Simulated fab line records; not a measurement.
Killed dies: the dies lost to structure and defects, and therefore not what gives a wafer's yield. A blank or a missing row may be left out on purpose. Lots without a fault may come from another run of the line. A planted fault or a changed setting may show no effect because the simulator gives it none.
One fault through the eyes of 2 desks ; flow berkeley_cmos170 ; each desk holds nothing but its own numbers, with what lay behind them at the end

THE METROLOGY DESK
Lot by lot, what the gauges showed, no matter which tool ran the lot: averages of those sampled wafers that carry a number. If a lot's mean is further than 4 standard deviations from the usual mean, the lot is out of limits and carries the mark OUT (the distance appears in the brackets).
Columns: A = PWELL_OVL at UCB170_PWELL_OVL_MEAS_13, usual -2 nm; B = PFIELD_TW at UCB170_PFIELD_TW_MEAS_09, usual 602
lot;first seen here;A;B
L155;day 3 10:13;-1;600
L157;day 4 02:37;-9;596
L158;day 4 02:51;-5;596
L160;day 4 10:58;2;630 (+4.3) OUT
L159;day 4 11:13;-7;600
L161;day 4 18:38;10;642 (+6.0) OUT
L163;day 5 02:21;-2;625
L168;day 6 06:45;3;597
L169;day 6 07:00;-3;599
L171;day 6 19:06;-4;595
L173;day 7 10:07;-6;597
L174;day 7 10:14;-3;606
L175;day 7 17:38;5;606
L177;day 8 09:18;-3;596
L178;day 8 09:34;-3;612
Per this desk, out of limits: L160, L161; the first was L160, day 6 03:14 (PFIELD_TW at UCB170_PFIELD_TW_MEAS_09). L155, L157, L158, L159, L163, L168, L169, L171, L173, L174, L175, L177, L178: within limits.

AT THE TOOL OWNER'S DESK: implanter-03
For each lot that ran on this tool, the mean over its sampled wafers that have a number, from the tool's own readings at UCB170_PFIELD_IMPLANT_07. If a lot's mean is further than 4 standard deviations from the usual mean, the lot is out of limits and carries the mark OUT (the distance appears in the brackets).
Columns: A = dose_ions_cm2 at UCB170_PFIELD_IMPLANT_07, usual 2.0003e+13; B = faraday_current_uA at UCB170_PFIELD_IMPLANT_07, usual 63.2; C = tilt_deg at UCB170_PFIELD_IMPLANT_07, usual 7.001 degrees
lot;first seen here;A;B;C
L158;day 5 16:32;1.9996e+13;64.0;6.994
L157;day 5 16:41;2.0004e+13;63.6;7.018
L160;day 6 03:01;2.3209e+13 (+99 or more) OUT;73.4 (+7.8) OUT;7.030
L161;day 6 09:50;2.3202e+13 (+99 or more) OUT;73.7 (+8.1) OUT;7.024
L163;day 6 17:42;2.3182e+13 (+99 or more) OUT;74.8 (+8.9) OUT;7.010
L174;day 9 02:59;2.0039e+13;62.8;6.992
L177;day 10 05:00;2.0005e+13;62.6;7.009
Finding of this desk: L160, L161, L163 out of limits; the first was L160 at day 6 03:01, on dose_ions_cm2 at UCB170_PFIELD_IMPLANT_07. L158, L157, L174, L177: within limits.

PUT TOGETHER
An alarm could have come from the tool owner's desk at day 6 03:01, on L160, L161, L163.
Metrology desk: alarm possible at day 6 03:14 on L160, L161.
The metrology desk has L163 on record, within its limits.
UCB170_PFIELD_IMPLANT_07 was run on implanter-03 by each of the lots named.

WHAT THE SIMULATOR PUT IN
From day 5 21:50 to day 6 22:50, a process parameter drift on implanter-03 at UCB170_PFIELD_IMPLANT_07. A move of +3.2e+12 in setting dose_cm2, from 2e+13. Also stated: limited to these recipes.
Struck lots among those shown: L160, L161, L163.
Time in hours from fault onset to the first out-of-limits reading at each desk: tool owner's desk 5, metrology desk 5.
